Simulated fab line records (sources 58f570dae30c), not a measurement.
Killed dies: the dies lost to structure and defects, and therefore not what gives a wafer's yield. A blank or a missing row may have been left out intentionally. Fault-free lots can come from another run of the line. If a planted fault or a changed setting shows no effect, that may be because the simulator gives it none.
fab line records    flow berkeley-cmos170
record: lots: 14  wafers: 42  last-day: 12
route steps=331 shown ACTIVE@77 SACOX@99 PLDD@153 NLDD@168
lots that met no fault: taken from a fault-free run of the same line
start-h: start of the lot's first displayed wafer, in hours after the record's first day    wait-h: hours since the lot's step before    " unchanged from the row above    L1.1+2: several wafers, shown together as one row    - no value, or no start given    * or withheld: withheld    < > ~ a bound
route shown NAME@n: names a module that has steps shown in the file, with the first one's number in the route    usual: mean/standard deviation taken from wafers without a fault    same: alike in all rows    chamber/n: place in a boat    sites: readings site by site    _std_site: the standard deviation of these    _edge_site: inner sites' mean taken away from outer sites' mean    radius-mm: for every site, how far away it sits from the centre of the wafer    mask NAME#n: copy n    behind: the last tool/chamber to shape the wafer    hold: what put the lot on hold/how long, in hours/how the hold closed    device: which transistor (n, p or np) failed to switch    end of line: the same wafers' tests at the end of the route    step lacking rows: just its recipe    killed: at the first sort, the dies lost to defects and structure; wafer yield is something else    map: shows each die of a wafer: x if killed, . if not, _ if none is there
set.NAME: the setting the step ran with; set.NAME@STEP: the setting that earlier step ran with    model.NAME: the simulator's own value behind a step, which no gauge read
steps of the route over a sample of lots; a table a step, a row a wafer
services: a tool's chamber out of use, with start hour (start-h, from the record's first day; less than 0 if before it), hours out, and reason
== steps ==
step: UCB170_ACTIVE_CD_MEAS_90
recipe: target-cd-nm: 1200
usual: cd-nm: 1200.2/1.2
lot.wafer  tool       chamber  start-h  wait-h  cd-nm
L436.2     cd-sem-02  -        98.11    0.1     1199.9
L436.4     "          -        "        "       1199.3
L436.5     "          -        "        "       1200.1
L435.1     cd-sem-02  -        98.36    0.1     1201.4
L435.2     "          -        "        "       1201.5
L435.6     "          -        "        "       1199.9
L437.3     cd-sem-01  -        113.27   0.1     1201.9
L437.4     "          -        "        "       1202.8
L437.5     "          -        "        "       1202.1
L439.1     cd-sem-01  -        113.35   0.1     1200.6
L439.5     "          -        "        "       1201.5
L439.6     "          -        "        "       1202.0
L438.1     cd-sem-02  -        113.51   0.1     1199.8
L438.4     "          -        "        "       1199.7
L438.5     "          -        "        "       1198.0
L441.1     cd-sem-02  -        120.52   0.1     1199.9
L441.2     "          -        "        "       1200.9
L441.4     "          -        "        "       1200.2
L442.1     cd-sem-02  -        121.11   0.1     1199.2
L442.2     "          -        "        "       1198.4
L442.3     "          -        "        "       1199.1
L440.2     cd-sem-01  -        121.32   0.1     1199.4
L440.3     "          -        "        "       1199.6
L440.5     "          -        "        "       1198.9
L447.1     cd-sem-02  -        152.10   0.2     1201.7
L447.4     "          -        "        "       1201.2
L447.5     "          -        "        "       1201.8
L449.4     cd-sem-02  -        152.28   0.1     1201.7
L449.5     "          -        "        "       1202.7
L449.6     "          -        "        "       1202.2
L454.2     cd-sem-02  -        170.67   0.2     1198.5
L454.3     "          -        "        "       1198.4
L454.4     "          -        "        "       1199.5
L453.1     cd-sem-01  -        170.67   0.1     1199.9
L453.2     "          -        "        "       1199.3
L453.5     "          -        "        "       1199.5
L450.2     cd-sem-01  -        170.90   0.1     1201.7
L450.5     "          -        "        "       1201.8
L450.6     "          -        "        "       1200.8
L458.2     cd-sem-02  -        202.81   0.1     1200.2
L458.3     "          -        "        "       1200.0
L458.5     "          -        "        "       1199.5
step: UCB170_SACOX_THK_MEAS_02
recipe: reads: SiO2_of_SACOX_OXIDATION_01
usual: SACOX_OXIDE_THK: 14.34/0.25
lot.wafer  tool           chamber  start-h  wait-h  SACOX_OXIDE_THK[nm]
L436.2     film-metro-04  -        126.75   0.0     14.71
L436.4     "              -        "        "       14.58
L436.5     "              -        "        "       14.47
L435.1     film-metro-03  -        126.80   0.1     14.17
L435.2     "              -        "        "       14.50
L435.6     "              -        "        "       14.52
L438.1     film-metro-03  -        134.53   0.0     14.18
L438.4     "              -        "        "       14.43
L438.5     "              -        "        "       14.26
L439.1     film-metro-04  -        134.53   0.0     14.63
L439.5     "              -        "        "       14.68
L439.6     "              -        "        "       14.48
L437.3     film-metro-01  -        134.55   0.0     14.19
L437.4     "              -        "        "       13.74
L437.5     "              -        "        "       14.03
L441.1     film-metro-01  -        144.71   0.0     14.36
L441.2     "              -        "        "       14.36
L441.4     "              -        "        "       14.53
L442.1     film-metro-04  -        144.71   0.0     14.53
L442.2     "              -        "        "       14.28
L442.3     "              -        "        "       14.54
L440.2     film-metro-03  -        144.72   0.0     14.38
L440.3     "              -        "        "       14.44
L440.5     "              -        "        "       14.55
L447.1     film-metro-03  -        176.39   0.1     14.20
L447.4     "              -        "        "       14.20
L447.5     "              -        "        "       14.27
L449.4     film-metro-01  -        176.39   0.1     14.62
L449.5     "              -        "        "       14.80
L449.6     "              -        "        "       14.69
L454.2     film-metro-03  -        195.19   0.1     14.54
L454.3     "              -        "        "       14.46
L454.4     "              -        "        "       14.52
L453.1     film-metro-01  -        195.24   0.1     14.41
L453.2     "              -        "        "       14.58
L453.5     "              -        "        "       14.51
L450.2     film-metro-03  -        195.25   0.1     14.41
L450.5     "              -        "        "       14.44
L450.6     "              -        "        "       14.34
L458.2     film-metro-04  -        226.17   0.0     14.39
L458.3     "              -        "        "       14.30
L458.5     "              -        "        "       14.40
step: UCB170_PLDD_IMPLANT_08
recipe: species: BF2  dose-cm2: 5e+13  energy-kev: 10  tilt-deg: 7  rotation-deg: 0
usual: beam-on-s: 9.97/0.21  dose-ions-cm2: 4.999e+13/6.1e+10  faraday-current-uA: 159/3.2
lot.wafer  tool          chamber  start-h  wait-h  beam-on-s  dose-ions-cm2  faraday-current-uA
L436.2     implanter-03  0        157.44   0.0     9.87       4.992e+13      161
L436.4     "             0        "        "       9.84       5.004e+13      161
L436.5     "             0        "        "       10.14      4.993e+13      156
L435.1     implanter-04  0        157.96   0.0     10.25      4.992e+13      154
L435.2     "             0        "        "       9.70       4.993e+13      164
L435.6     "             0        "        "       10.13      4.997e+13      157
L438.1     implanter-02  0        164.92   0.0     9.76       4.991e+13      162
L438.4     "             0        "        "       9.75       4.997e+13      162
L438.5     "             0        "        "       10.28      5.007e+13      155
L439.1     implanter-03  0        165.27   0.0     10.06      4.999e+13      157
L439.5     "             0        "        "       10.03      4.999e+13      159
L439.6     "             0        "        "       10.04      5.002e+13      158
L437.3     implanter-04  0        165.52   0.1     10.06      5.004e+13      158
L437.4     "             0        "        "       10.22      4.999e+13      155
L437.5     "             0        "        "       9.95       5.002e+13      160
L440.2     implanter-04  0        176.47   0.0     10.20      5e+13          156
L440.3     "             0        "        "       9.98       5.001e+13      158
L440.5     "             0        "        "       9.68       4.992e+13      164
L442.1     implanter-03  0        177.17   0.0     9.95       4.996e+13      159
L442.2     "             0        "        "       10.04      4.98e+13       158
L442.3     "             0        "        "       9.99       4.991e+13      159
L441.1     implanter-02  0        177.48   0.0     9.71       5.001e+13      162
L441.2     "             0        "        "       9.50       5.002e+13      166
L441.4     "             0        "        "       10.02      5.003e+13      158
L449.4     implanter-04  0        210.67   0.1     9.90       4.999e+13      161
L449.5     "             0        "        "       9.85       4.995e+13      161
L449.6     "             0        "        "       9.82       5.005e+13      162
L447.1     implanter-04  0        214.20   0.0     10.05      5.005e+13      157
L447.4     "             0        "        "       9.92       5.002e+13      160
L447.5     "             0        "        "       10.06      5.008e+13      158
L454.2     implanter-03  0        228.89   0.0     10.53      5.791e+13      175
L454.3     "             0        "        "       10.05      5.795e+13      184
L454.4     "             0        "        "       10.48      5.799e+13      176
L453.1     implanter-02  0        229.27   0.0     9.75       4.991e+13      162
L453.2     "             0        "        "       9.75       4.986e+13      162
L453.5     "             0        "        "       9.88       4.996e+13      160
L450.2     implanter-03  0        230.12   0.0     9.93       5.802e+13      185
L450.5     "             0        "        "       10.51      5.792e+13      176
L450.6     "             0        "        "       10.40      5.8e+13        176
L458.2     implanter-02  0        259.00   0.0     10.14      4.999e+13      157
L458.3     "             0        "        "       10.47      5.005e+13      152
L458.5     "             0        "        "       9.83       4.996e+13      161
step: UCB170_PLDD_TW_MEAS_11
usual: PLDD_TW: 1003/8.6
lot.wafer  tool           chamber  start-h  wait-h  PLDD_TW
L436.2     film-metro-02  -        157.82   0.1     1014
L436.4     "              -        "        "       1014
L436.5     "              -        "        "       1010
L435.1     film-metro-03  -        158.36   0.1     991
L435.2     "              -        "        "       992
L435.6     "              -        "        "       990
L438.1     film-metro-02  -        165.32   0.1     1011
L438.4     "              -        "        "       1015
L438.5     "              -        "        "       1011
L439.1     film-metro-02  -        165.67   0.1     1009
L439.5     "              -        "        "       1014
L439.6     "              -        "        "       1011
L437.3     film-metro-02  -        165.89   0.1     1007
L437.4     "              -        "        "       1008
L437.5     "              -        "        "       1009
L440.2     film-metro-01  -        176.85   0.1     1015
L440.3     "              -        "        "       1015
L440.5     "              -        "        "       1017
L442.1     film-metro-01  -        177.89   0.4     1021
L442.2     "              -        "        "       1020
L442.3     "              -        "        "       1010
L441.1     film-metro-03  -        178.03   0.2     996
L441.2     "              -        "        "       995
L441.4     "              -        "        "       998
L449.4     film-metro-02  -        211.02   0.1     1005
L449.5     "              -        "        "       1003
L449.6     "              -        "        "       1001
L447.1     film-metro-03  -        214.60   0.1     995
L447.4     "              -        "        "       997
L447.5     "              -        "        "       988
L454.2     film-metro-01  -        229.27   0.1     1037
L454.3     "              -        "        "       1043
L454.4     "              -        "        "       1038
L453.1     film-metro-03  -        229.67   0.1     989
L453.2     "              -        "        "       993
L453.5     "              -        "        "       993
L450.2     film-metro-02  -        230.52   0.1     1033
L450.5     "              -        "        "       1029
L450.6     "              -        "        "       1035
L458.2     film-metro-02  -        259.39   0.1     1006
L458.3     "              -        "        "       1005
L458.5     "              -        "        "       1005
step: UCB170_NLDD_STRIP_10
recipe: chemistry: O2  power-w: 400  pressure-mtorr: 3500  platen-temp-c: withheld  o2-flow-sccm: 400  overash-fraction: 0.5
usual: drypump-motor-current-A: 5.8/0.56  o2-flow-sccm: 400.0/1.2  oes-product-au: 0.735/0.0048  strip-time-to-endpoint-s: 21.68/0.066
lot.wafer  tool             chamber  start-h  wait-h  drypump-motor-current-A  o2-flow-sccm  oes-product-au  rf-hours-counter-h  strip-time-to-endpoint-s
L436.2     plasma-asher-02  1        160.23   0.1     5.6                      400.6         0.741           44                  21.67
L436.4     "                0        "        "       6.6                      399.8         0.742           -                   21.70
L436.5     "                1        "        "       5.6                      403.4         0.726           -                   21.70
L435.1     plasma-asher-01  0        160.58   0.1     5.6                      401.3         0.744           41                  21.65
L435.2     "                1        "        "       5.5                      399.6         0.733           41                  21.69
L435.6     "                0        "        "       5.6                      400.7         0.738           -                   21.68
L438.1     plasma-asher-02  1        166.98   0.1     5.6                      401.4         0.731           45                  21.74
L438.4     "                0        "        "       6.5                      398.8         0.738           -                   21.66
L438.5     "                1        "        "       5.6                      401.5         0.732           -                   21.67
L439.1     plasma-asher-01  1        167.33   0.1     5.5                      401.4         0.732           41                  21.70
L439.5     "                0        "        "       5.6                      401.8         0.728           -                   21.68
L439.6     "                1        "        "       5.5                      399.4         0.734           -                   21.68
L437.3     plasma-asher-01  1        167.97   0.1     5.5                      402.2         0.727           -                   21.68
L437.4     "                0        "        "       5.6                      397.6         0.744           -                   21.65
L437.5     "                0        "        "       5.6                      397.5         0.738           -                   21.70
L440.2     plasma-asher-01  0        179.79   0.1     5.6                      400.9         0.733           43                  21.72
L440.3     "                1        "        "       5.5                      398.6         0.736           -                   21.71
L440.5     "                0        "        "       5.6                      400.8         0.743           -                   21.68
L442.1     plasma-asher-04  1        180.05   0.1     6.7                      399.2         0.741           7                   21.61
L442.2     "                0        "        "       5.1                      398.4         0.732           7                   21.62
L442.3     "                1        "        "       6.7                      398.3         0.727           -                   21.57
L441.1     plasma-asher-02  1        180.06   0.1     5.6                      401.7         0.726           47                  21.77
L441.2     "                0        "        "       6.5                      400.5         0.742           47                  21.67
L441.4     "                0        "        "       6.5                      401.0         0.732           -                   21.77
L449.4     plasma-asher-04  1        212.96   0.1     6.7                      400.0         0.732           -                   21.66
L449.5     "                1        "        "       6.7                      399.5         0.739           -                   21.61
L449.6     "                0        "        "       5.1                      400.0         0.731           -                   21.60
L447.1     plasma-asher-02  1        216.87   0.1     5.6                      398.9         0.733           51                  21.66
L447.4     "                1        "        "       5.6                      399.5         0.740           -                   21.67
L447.5     "                0        "        "       6.5                      399.2         0.735           -                   21.65
L454.2     plasma-asher-01  1        231.03   0.1     5.5                      402.3         0.736           49                  21.62
L454.3     "                0        "        "       5.6                      398.9         0.737           -                   21.63
L454.4     "                1        "        "       5.5                      400.4         0.725           -                   21.61
L453.1     plasma-asher-04  0        231.35   0.1     5.1                      398.1         0.733           13                  21.61
L453.2     "                1        "        "       6.7                      402.0         0.728           13                  21.69
L453.5     "                1        "        "       6.7                      399.0         0.739           -                   21.67
L450.2     plasma-asher-04  1        232.11   0.1     6.7                      400.3         0.735           13                  21.75
L450.5     "                0        "        "       5.1                      398.9         0.739           -                   21.71
L450.6     "                1        "        "       6.7                      400.9         0.726           -                   21.70
L458.2     plasma-asher-01  0        261.18   0.1     5.6                      403.1         0.741           53                  21.75
L458.3     "                1        "        "       5.5                      402.1         0.738           -                   21.69
L458.5     "                0        "        "       5.6                      401.7         0.737           -                   21.76
step: UCB170_SDANNEAL_RS_MEAS_04
recipe: thk-meas-gauge: four-point-probe
usual: PLDD_RS: 1032/3.1
lot.wafer  tool           chamber  start-h  wait-h  PLDD_RS[ohm/sq]
L436.2     film-metro-03  -        177.15   0.1     1030
L436.4     "              -        "        "       1030
L436.5     "              -        "        "       1030
L435.1     film-metro-03  -        177.79   0.1     1029
L435.2     "              -        "        "       1028
L435.6     "              -        "        "       1028
L439.1     film-metro-02  -        180.27   0.1     1035
L439.5     "              -        "        "       1036
L439.6     "              -        "        "       1032
L438.1     film-metro-02  -        180.75   0.1     1036
L438.4     "              -        "        "       1036
L438.5     "              -        "        "       1038
L437.3     film-metro-03  -        181.18   0.1     1031
L437.4     "              -        "        "       1030
L437.5     "              -        "        "       1030
L440.2     film-metro-01  -        192.49   0.1     1034
L440.3     "              -        "        "       1032
L440.5     "              -        "        "       1033
L441.1     film-metro-03  -        192.92   0.1     1029
L441.2     "              -        "        "       1034
L441.4     "              -        "        "       1033
L442.1     film-metro-01  -        193.20   0.1     1031
L442.2     "              -        "        "       1029
L442.3     "              -        "        "       1030
L449.4     film-metro-03  -        224.58   0.1     1030
L449.5     "              -        "        "       1030
L449.6     "              -        "        "       1029
L447.1     film-metro-02  -        229.79   0.1     1034
L447.4     "              -        "        "       1036
L447.5     "              -        "        "       1036
L454.2     film-metro-03  -        246.81   0.1     969
L454.3     "              -        "        "       966
L454.4     "              -        "        "       968
L453.1     film-metro-01  -        247.07   0.1     1030
L453.2     "              -        "        "       1026
L453.5     "              -        "        "       1026
L450.2     film-metro-02  -        247.37   0.1     971
L450.5     "              -        "        "       968
L450.6     "              -        "        "       971
L458.2     film-metro-03  -        272.37   0.1     1030
L458.3     "              -        "        "       1032
L458.5     "              -        "        "       1030
== services ==
tool             chamber  start-h  hours  kind
implanter-03     -        153.08   2.7    repair
implanter-03     -        162.06   2.5    repair
plasma-asher-04  -        162.68   1.7    repair
plasma-asher-02  -        203.56   4.3    pm
== key ==
first-sign: step: UCB170_PLDD_IMPLANT_08  reading: dose-ions-cm2  direction: up  sigmas: 99+  usual: 4.999e+13  struck: 5.797e+13
effect: step: UCB170_PLDD_IMPLANT_08  reading: faraday-current-uA  direction: up  sigmas: 6.1  usual: 159  struck: 179
effect: step: UCB170_PLDD_TW_MEAS_11  reading: PLDD_TW  direction: up  sigmas: 3.8  usual: 1003  struck: 1036
effect: step: UCB170_SDANNEAL_RS_MEAS_04  reading: PLDD_RS  direction: down  sigmas: 20  usual: 1032  struck: 969
met-at UCB170_PLDD_IMPLANT_08
struck-lots L450,L454
tester-left-out L450,L454
not-acting-at UCB170_ACTIVE_CD_MEAS_90,UCB170_SACOX_THK_MEAS_02,UCB170_NLDD_STRIP_10
onset-between 177.17 228.89
fault: kind: process-parameter-drift  tool: implanter-03  chamber: -  onset-h: 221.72  steps: UCB170_PLDD_IMPLANT_08  channel: dose-cm2  offset: 8e+12  shape: step  end-h: 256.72  acts-in: these-recipes-only  stated: 5e+13
tester-left-out: of these lots the tester's yield and bins aren't shown, on N5 and GAA mostly nor the transistor test; their killed dies are dies lost to structure and defects alone, not to doping, threshold or leakage, so they don't give the yield
